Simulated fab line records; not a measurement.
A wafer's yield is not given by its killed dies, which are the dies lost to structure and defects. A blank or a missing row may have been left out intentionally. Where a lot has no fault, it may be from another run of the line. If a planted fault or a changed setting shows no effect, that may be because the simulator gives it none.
Matching of chambers | flow rit cmos | 3 sister chambers for RIT_ACTIVE_ETCH_13 on rie diel-04
The step etches Si3N4 in SF6, stops on SiO2, time 210 s, target depth 210 nm. 14 wafers are shown with their chamber, then 6 later ones without.

== WAFERS PAIRED WITH THEIR CHAMBERS ==
wafer  | chamber | drypump motor current A (A) | throttle valve pct (%) | run length s (s)
L200.1 | 2       | 6.4                         | 7.46                   | 239.4
L200.3 | 1       | 5.8                         | 7.62                   | 237.9
L200.5 | 2       | 6.4                         | 7.45                   | 239.2
L201.1 | 1       | 5.7                         | 7.62                   | 238.0
L201.2 | 2       | 6.4                         | 7.45                   | 238.9
L201.4 | 3       | 5.5                         | 7.56                   | 238.7
L205.3 | 2       | 6.4                         | 7.46                   | 239.1
L205.4 | 2       | 6.4                         | 7.44                   | 239.2
L205.5 | 1       | 5.7                         | 7.63                   | 238.3
L208.2 | 3       | 5.5                         | 7.57                   | 238.9
L208.4 | 1       | 5.7                         | 7.61                   | 238.1
L208.5 | 3       | 5.5                         | 7.56                   | 238.7
L217.2 | 1       | 5.7                         | 7.62                   | 238.2
L217.3 | 2       | 6.4                         | 7.45                   | 239.2

SIGNATURES (means of the wafers above)
reading                 | chamber 1 | chamber 2 | chamber 3 | scatter within a chamber
drypump motor current A | 5.720     | 6.400     | 5.500     | 0.027
throttle valve pct      | 7.6200    | 7.4517    | 7.5633    | 0.00707
run length s            | 238.100   | 239.167   | 238.767   | 0.154
Rule: distance of a wafer from a chamber = root of the sum over the readings of ((wafer's reading minus chamber's mean) / reading's scatter) squared. If the next closest chamber is less than 2 further off than the closest, the wafer can't be placed; otherwise it belongs to the closest. How the scatter is found: for the shown wafers, subtract from each reading the mean of its chamber, square and add these, divide the total by (wafers less chambers), then take the root.

== WAFERS WHOSE CHAMBER IS MISSING ==
wafer  | drypump motor current A (A) | throttle valve pct (%) | run length s (s)
L217.4 | 5.5                         | 7.56                   | 238.8
L219.1 | 5.7                         | 7.63                   | 238.5
L219.2 | 5.6                         | 7.56                   | 238.8
L219.4 | 5.6                         | 7.56                   | 238.6
L220.3 | 5.5                         | 7.57                   | 238.3
L220.5 | 5.5                         | 7.56                   | 238.9

== WHICH CHAMBER EACH ONE RAN IN ==
wafer  | from the rows above | in truth
L217.4 | 3                   | 3
L219.1 | 1                   | 1
L219.2 | 3                   | 3
L219.4 | 3                   | 3
L220.3 | 3                   | 3
L220.5 | 3                   | 3
Correctly placed: 6 of 6. Can't be placed from these rows: 0. Placed wrongly: 0.
